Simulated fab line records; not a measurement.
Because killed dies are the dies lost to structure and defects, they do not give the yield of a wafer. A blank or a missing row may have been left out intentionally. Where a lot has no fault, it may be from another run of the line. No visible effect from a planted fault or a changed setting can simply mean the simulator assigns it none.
fab line records    flow berkeley-cmos170
record lots=14  wafers=42  last-day=11
route steps=331 shown NLDD@160
lots that met no fault: from a run of the same line without faults
start-h: start of the lot's first displayed wafer, in hours after the record's first day    wait-h: hours since the lot's step before    " unchanged from the row above    L1.1+2: a single row standing in for several wafers    - value missing, or start not given    * or withheld: withheld    < > ~ a bound
route shown NAME@n: names a module that has steps shown in the file, with the first one's number in the route    usual: the fault-free wafers' mean and standard deviation    same: alike in all rows    chamber/n: place in a boat    sites: the reading at each site    _std_site: how widely they spread, as a standard deviation    _edge_site: the outer-site mean with the inner-site mean subtracted    radius-mm: for every site, how far away it sits from the centre of the wafer    mask NAME#n: copy n    behind: the last tool/chamber to shape the wafer    hold: reason for holding the lot/hours on hold/outcome of the hold    device: transistor that didn't switch, given as n, p or np    end of line: the same wafers' tests at the end of the route    a step with no rows: only its recipe    killed: dies that structure and defects cost at the first sort, which is not the same as the wafer's yield    map: per-die view of a wafer (x killed, . not killed, _ where there is no die)
set.NAME: setting as actually run; set.NAME@STEP: the setting as run at that earlier step    model.NAME: the simulator's own value behind a step, which no gauge read
one table for each step of the route and one row for each wafer, over a sample of lots
## steps
# step UCB170_NLDD_SOFTBAKE_02
# recipe resist=KrF  temp-c=130  time-s=60
# usual plate-temp-C=130.01/0.14  run-length-s=89.04/0.17
lot.wafer  tool            chamber  start-h  wait-h  plate-temp-C  run-length-s
L893.1     litho-track-01  0        125.06   0.1     130.07        88.99
L893.2     "               0        "        "       129.76        89.33
L893.5     "               0        "        "       130.11        89.00
L892.3     litho-track-02  0        125.32   0.1     130.09        88.74
L892.4     "               0        "        "       130.16        88.71
L892.6     "               0        "        "       130.20        89.19
L894.2     litho-track-01  0        125.66   0.1     129.78        89.01
L894.3     "               0        "        "       129.96        89.03
L894.5     "               0        "        "       130.13        88.99
L896.1     litho-track-03  0        136.03   0.1     130.01        89.07
L896.5     "               0        "        "       130.16        89.23
L896.6     "               0        "        "       130.01        89.31
L898.2     litho-track-03  0        141.52   0.1     129.78        89.06
L898.4     "               0        "        "       130.06        89.02
L898.5     "               0        "        "       129.91        89.05
L899.3     litho-track-02  0        154.83   0.1     130.34        88.97
L899.4     "               0        "        "       130.10        88.75
L899.5     "               0        "        "       130.30        88.78
L901.3     litho-track-02  0        164.21   0.1     130.05        88.83
L901.5     "               0        "        "       130.10        88.76
L901.6     "               0        "        "       130.08        88.76
L904.4     litho-track-01  0        172.01   0.1     130.15        89.15
L904.5     "               0        "        "       130.04        89.00
L904.6     "               0        "        "       130.26        89.07
L903.1     litho-track-03  0        172.35   0.1     129.95        89.22
L903.2     "               0        "        "       130.08        89.29
L903.6     "               0        "        "       130.35        89.26
L906.1     litho-track-03  0        185.87   0.1     130.03        89.16
L906.4     "               0        "        "       130.15        89.16
L906.6     "               0        "        "       129.83        89.32
L905.3     litho-track-01  0        186.87   0.1     129.87        88.98
L905.4     "               0        "        "       130.03        89.13
L905.6     "               0        "        "       129.89        89.21
L910.2     litho-track-02  0        207.64   0.1     129.88        88.70
L910.5     "               0        "        "       129.99        88.87
L910.6     "               0        "        "       129.94        89.01
L911.3     litho-track-02  0        222.77   0.1     129.98        90.71
L911.4     "               0        "        "       129.97        90.67
L911.6     "               0        "        "       130.03        90.74
L915.2     litho-track-02  0        238.47   0.1     129.91        90.87
L915.4     "               0        "        "       129.85        90.79
L915.6     "               0        "        "       130.05        90.89
## key
first-sign step=UCB170_NLDD_SOFTBAKE_02  reading=run-length-s  direction=up  sigmas=10  usual=*  struck=*
effect none on later readings
met-at UCB170_NLDD_SOFTBAKE_02
struck-lots L911,L915
tester-left-out L911,L915
onset-between 207.64 222.77
fault kind=process-parameter-drift  tool=litho-track-02  chamber=-  onset-h=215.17  steps=UCB170_NLDD_SOFTBAKE_02  channel=time-s  offset=*  shape=step  end-h=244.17  acts-in=*  stated=*
# tester-left-out: of these lots the tester's yield and bins aren't shown, on N5 and GAA mostly nor the transistor test; their killed dies are dies lost to structure and defects alone, not to doping, threshold or leakage, so they don't give the yield
